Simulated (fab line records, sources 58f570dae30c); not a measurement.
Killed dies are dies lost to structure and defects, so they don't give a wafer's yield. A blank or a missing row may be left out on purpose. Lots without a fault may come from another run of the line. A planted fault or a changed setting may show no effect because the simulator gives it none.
Which tool did it? | flow berkeley_cmos170 | 14 lots, 42 wafers sampled, at 3 steps of a route of 331

WHAT THE GAUGES READ, wafer by wafer
UCB170_NWELL_THK_MEAS_02.
lot  | measured    | on            | NWELL_OXIDE_THK (nm)
L358 | day 2 02:10 | film_metro-02 | 27.3 27.2 27.2
L359 | day 2 04:19 | film_metro-04 | 26.8 26.6 27.4
L360 | day 2 11:25 | film_metro-04 | 26.4 26.5 26.1
L361 | day 2 13:43 | film_metro-04 | 26.4 27.2 27.2
L362 | day 2 19:14 | film_metro-04 | 26.6 26.6 26.8
L363 | day 2 22:05 | film_metro-03 | 26.6 26.7 26.5
L364 | day 3 03:23 | film_metro-02 | 27.0 26.8 26.8
L366 | day 3 14:53 | film_metro-03 | 26.7 27.0 27.2
L368 | day 4 01:53 | film_metro-02 | 26.4 26.3 25.9
L372 | day 4 18:12 | film_metro-02 | 26.1 26.0 25.5
L374 | day 5 13:07 | film_metro-04 | 26.1 26.4 26.0
L375 | day 5 19:50 | film_metro-02 | 26.2 26.0 26.3
L376 | day 5 22:31 | film_metro-02 | 25.7 25.8 25.7
L378 | day 6 03:43 | film_metro-03 | 25.7 26.0 25.7

UCB170_NLDD_CD_MEAS_06: target cd 1200 nm.
lot  | measured     | on        | cd_nm (nm)
L358 | day 6 20:09  | cd_sem-01 | 1202.0 1201.1 1202.4
L359 | day 6 19:23  | cd_sem-01 | 1200.0 1200.7 1199.6
L360 | day 6 20:13  | cd_sem-02 | 1199.0 1200.3 1199.7
L361 | day 6 20:31  | cd_sem-01 | 1199.1 1200.0 1199.1
L362 | day 6 19:40  | cd_sem-02 | 1199.6 1200.9 1200.1
L363 | day 7 08:29  | cd_sem-02 | 1200.6 1199.4 1200.7
L364 | day 7 16:11  | cd_sem-02 | 1199.2 1198.8 1198.1
L366 | day 8 07:30  | cd_sem-02 | 1197.3 1198.3 1197.9
L368 | day 8 08:23  | cd_sem-01 | 1201.1 1200.8 1201.6
L372 | day 9 03:34  | cd_sem-01 | 1197.2 1198.3 1197.8
L374 | day 9 14:49  | cd_sem-01 | 1200.1 1200.5 1200.9
L375 | day 10 03:28 | cd_sem-02 | 1200.2 1199.6 1200.0
L376 | day 10 03:46 | cd_sem-02 | 1200.3 1199.2 1201.7
L378 | day 10 04:02 | cd_sem-01 | 1197.9 1197.9 1198.1

UCB170_M2_CD_MEAS_15: target cd 700 nm.
lot  | measured     | on        | cd_nm (nm)
L358 | day 7 21:58  | cd_sem-02 | 700.2 701.6 699.8
L359 | day 7 21:29  | cd_sem-01 | 701.4 700.5 701.5
L360 | day 7 22:25  | cd_sem-02 | 698.1 700.0 699.7
L361 | day 7 22:11  | cd_sem-01 | 701.6 701.5 700.6
L362 | day 7 21:46  | cd_sem-02 | 699.8 698.7 699.0
L363 | day 8 10:52  | cd_sem-01 | 700.7 702.1 702.0
L364 | day 9 00:28  | cd_sem-02 | 696.8 696.2 696.4
L366 | day 9 15:05  | cd_sem-01 | 698.8 699.5 698.9
L368 | day 9 17:24  | cd_sem-01 | 701.7 702.1 702.0
L372 | day 10 06:46 | cd_sem-01 | 699.4 699.3 700.9
L374 | day 10 21:46 | cd_sem-01 | 701.8 701.3 702.1
L375 | day 11 07:08 | cd_sem-02 | 701.3 700.9 700.4
L376 | day 11 06:55 | cd_sem-01 | 701.5 700.5 702.1
L378 | day 11 11:17 | cd_sem-02 | 702.5 701.6 701.6

WHICH TOOL RAN EACH LOT (tool, then ch and the chambers of the sampled wafers, then the start)
The record holds no process step before these readings.

WHAT THE TOOLS THEMSELVES READ (means of the sampled wafers that have a number; where no wafer has one, the mark that the record gives instead)
The record holds no such reading with a usual standard deviation.

THE ANSWER, worked out from the rows above alone
Rule: what is usual is taken from the lots themselves. Put in order of their means at a reading, lots are off if they are a third of the lots or fewer, leave a main group of 4 or more, and stand apart from it by a gap of 3 or more times the standard deviation of the main group's means; of several such gaps the widest counts. A main group whose means are all the same, to the digits that the tables above print for the reading, isn't used. A lot without any number at a reading at which 4 lots or more have one is off too. The other lots that the step has rows for count as sound. The gauges are gone through in route order, then the tools' own readings, and for those a lot's mean is taken as printed above. The first step at which some lot is off is used, and at that step the reading that is off furthest; a lot without a number counts as furthest.
No lot is off at any reading shown: from this, nothing can be told.

WHAT THE SIMULATOR HAD PUT IN
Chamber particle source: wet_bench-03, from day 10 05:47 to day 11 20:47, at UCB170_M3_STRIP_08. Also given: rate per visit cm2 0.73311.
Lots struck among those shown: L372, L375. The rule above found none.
